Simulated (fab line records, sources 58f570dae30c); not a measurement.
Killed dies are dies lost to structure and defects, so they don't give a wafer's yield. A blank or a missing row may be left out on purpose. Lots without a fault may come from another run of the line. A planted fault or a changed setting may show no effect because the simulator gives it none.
Tool commonality check | flow berkeley_cmos170 | 15 lots, 54 wafers sampled

WHY IT WAS OPENED
At UCB170_CONTACT_THK_MEAS_02 the reading CONTACT_PSG_THK is flagged on 3 of 15 lots. Wafers without a fault read 697 nm, standard deviation 5.3.
Rule: a lot is flagged when every wafer of it that has a number lies more than 4 standard deviations from that mean, or none has a number. The other lots count as sound.

lot  | measured     | on            | CONTACT_PSG_THK (nm), wafer by wafer | flag
L499 | day 9 01:34  | film_metro-01 | 698 693 697                          |
L500 | day 9 01:44  | film_metro-04 | 690 687 688                          |
L501 | day 9 18:25  | film_metro-01 | 698 691 689                          |
L503 | day 10 11:37 | film_metro-04 | 699 701 698                          |
L502 | day 10 13:23 | film_metro-01 | 699 707 704                          |
L506 | day 10 13:23 | film_metro-04 | 694 696 697                          |
L505 | day 10 13:24 | film_metro-02 | 684 694 691                          |
L504 | day 10 13:27 | film_metro-04 | 702 702 701                          |
L507 | day 10 22:35 | film_metro-02 | 500 502 500 499 502 500              | FLAGGED
L508 | day 10 22:35 | film_metro-04 | 504 505 502 504 505 501              | FLAGGED
L512 | day 11 12:12 | film_metro-01 | 702 705 704                          |
L511 | day 11 13:52 | film_metro-02 | 504 499 499 503 499 499              | FLAGGED
L513 | day 11 23:04 | film_metro-01 | 703 701 703                          |
L517 | day 12 19:02 | film_metro-01 | 707 704 706                          |
L519 | day 12 19:03 | film_metro-02 | 693 692 692                          |
The numbers of the flagged lots are 502 nm on average: -196 nm against the usual, or -37 standard deviations.

WHICH TOOL RAN EACH LOT
The record holds 1 process step before the reading, out of a route of 331 steps. In each cell: the tool, then ch and the chambers that the sampled wafers went through, then the start.
lot  | flag    | UCB170_CONTACT_CVD_01
L499 |         | lpcvd-01 ch 1, day 8 23:46
L500 |         | lpcvd-02 ch 1, day 8 23:56
L501 |         | lpcvd-01 ch 1, day 9 16:37
L503 |         | lpcvd-01 ch 0, day 10 09:49
L502 |         | lpcvd-01 ch 0, day 10 11:36
L506 |         | lpcvd-01 ch 1, day 10 11:36
L505 |         | lpcvd-01 ch 0, day 10 11:36
L504 |         | lpcvd-01 ch 0, day 10 11:36
L507 | FLAGGED | lpcvd-01 ch 1, day 10 19:54
L508 | FLAGGED | lpcvd-01 ch 1, day 10 19:54
L512 |         | lpcvd-02 ch 0, day 11 10:25
L511 | FLAGGED | lpcvd-01 ch 1, day 11 11:10
L513 |         | lpcvd-01 ch 0, day 11 20:22
L517 |         | lpcvd-02 ch 1, day 12 17:15
L519 |         | lpcvd-02 ch 0, day 12 17:15
What these steps do:
- UCB170_CONTACT_CVD_01: deposits PSG from SiH4/O2/PH3, target thk 700 nm, time 2820 s.
- UCB170_CONTACT_THK_MEAS_02

FLAGGED OVER TOTAL, TOOL BY TOOL (the gauges that took the reading come last)
step                       | tool          | lots run | flagged | share of the flagged lots | sound lots run after its first flagged lot
UCB170_CONTACT_CVD_01      | lpcvd-01      | 11       | 3       | all                       | 1 (L513)
UCB170_CONTACT_CVD_01      | lpcvd-02      | 4        | 0       | none                      | -
UCB170_CONTACT_THK_MEAS_02 | film_metro-01 | 6        | 0       | none                      | -
UCB170_CONTACT_THK_MEAS_02 | film_metro-02 | 4        | 2       | some                      | 1 (L519)
UCB170_CONTACT_THK_MEAS_02 | film_metro-04 | 5        | 1       | some                      | 0

WHAT THE TABLE ALLOWS
1 row of the table ran every flagged lot: lpcvd-01 at UCB170_CONTACT_CVD_01.
- lpcvd-01 at UCB170_CONTACT_CVD_01: 3 of its 11 lots flagged. Sound lots ran on it after the first flagged one (L513), which a lasting fault on the whole tool wouldn't allow.
No row of the table ran every flagged lot and no sound lot after the first.

WHAT THE SIMULATOR HAD PUT IN
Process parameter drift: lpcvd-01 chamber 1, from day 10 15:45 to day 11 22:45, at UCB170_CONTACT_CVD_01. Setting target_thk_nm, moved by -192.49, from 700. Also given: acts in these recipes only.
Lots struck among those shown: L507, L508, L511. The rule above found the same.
